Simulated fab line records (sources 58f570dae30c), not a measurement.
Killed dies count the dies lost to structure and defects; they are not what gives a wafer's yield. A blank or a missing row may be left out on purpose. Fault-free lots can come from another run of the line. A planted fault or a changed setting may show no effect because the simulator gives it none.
One fault seen from 2 desks	flow berkeleyCmos170	what lay behind the numbers comes last; until then each desk has only its own

## DESK OF THE TOOL OWNER: implanter-01
UCB170_PVT_IMPLANT_07, tool's own readings: per-lot mean of the sampled wafers with a number, covering each lot this tool ran. Marked OUT: a lot whose mean sits more than 4 standard deviations from the usual mean, which makes it out of limits; the brackets give that distance.
Columns: A = doseIonsCm2 at UCB170_PVT_IMPLANT_07, usual 2.0003e+12; B = faradayCurrentUA at UCB170_PVT_IMPLANT_07, usual 6.36; C = tiltDeg at UCB170_PVT_IMPLANT_07, usual 7.000 degrees
lot	first seen here	A	B	C
L802	day 7 02:16	2.0024e+12	6.25	7.013
L805	day 7 07:16	1.9980e+12	6.31	7.035
L804	day 7 08:14	2.0032e+12	6.40	7.001
L808	day 8 18:09	1.9979e+12	6.35	6.995
L812	day 9 06:22	2.0002e+13 (+99 or more) OUT	64.11 (+99 or more) OUT	6.992
L813	day 9 06:41	1.9999e+13 (+99 or more) OUT	64.72 (+99 or more) OUT	6.974
L816	day 10 04:39	2.0000e+13 (+99 or more) OUT	63.80 (+99 or more) OUT	6.959
This desk's finding: out of limits on L812, L813, L816; first on L812, day 9 06:22 (doseIonsCm2 at UCB170_PVT_IMPLANT_07). Within limits: L802, L805, L804, L808.

## FROM THE METROLOGY DESK
Means of the sampled wafers that have a number, per lot and without regard to the tool the lot ran on: this is what the gauges read. Marked OUT: a lot whose mean sits more than 4 standard deviations from the usual mean, which makes it out of limits; the brackets give that distance.
Columns: A = PVT_TW at UCB170_PVT_TW_MEAS_09, usual 513
lot	first seen here	A
L801	day 7 02:14	515
L802	day 7 02:31	508
L805	day 7 07:30	515
L803	day 7 07:37	508
L804	day 7 08:27	509
L808	day 8 18:23	517
L809	day 8 18:24	518
L812	day 9 06:37	1070 (+99 or more) OUT
L813	day 9 06:53	1068 (+99 or more) OUT
L814	day 9 19:49	506
L816	day 10 04:53	1064 (+99 or more) OUT
L818	day 10 23:59	514
L819	day 11 08:17	513
L821	day 11 16:14	506
L822	day 12 02:50	518
Per this desk, out of limits: L812, L813, L816; the first was L812, day 9 06:37 (PVT_TW at UCB170_PVT_TW_MEAS_09). Within limits: L801, L802, L805, L803, L804, L808, L809, L814, L818, L819, L821, L822.

## BROUGHT TOGETHER
An alarm could have come from the tool owner's desk at day 9 06:22, on L812, L813, L816.
Metrology desk: alarm possible at day 9 06:37 on L812, L813, L816.
The lots listed all ran UCB170_PVT_IMPLANT_07 on implanter-01.

## WHAT THE SIMULATOR PUT IN
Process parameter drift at UCB170_PVT_IMPLANT_07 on implanter-01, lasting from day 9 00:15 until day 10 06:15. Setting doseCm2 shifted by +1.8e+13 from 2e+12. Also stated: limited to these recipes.
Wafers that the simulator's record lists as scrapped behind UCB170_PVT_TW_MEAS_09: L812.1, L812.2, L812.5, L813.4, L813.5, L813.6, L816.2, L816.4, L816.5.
Struck lots among those shown: L812, L813, L816.
Delay (hours) between the fault's onset and each desk's first out-of-limits reading: 6 at the tool owner's desk, 6 at the metrology desk.
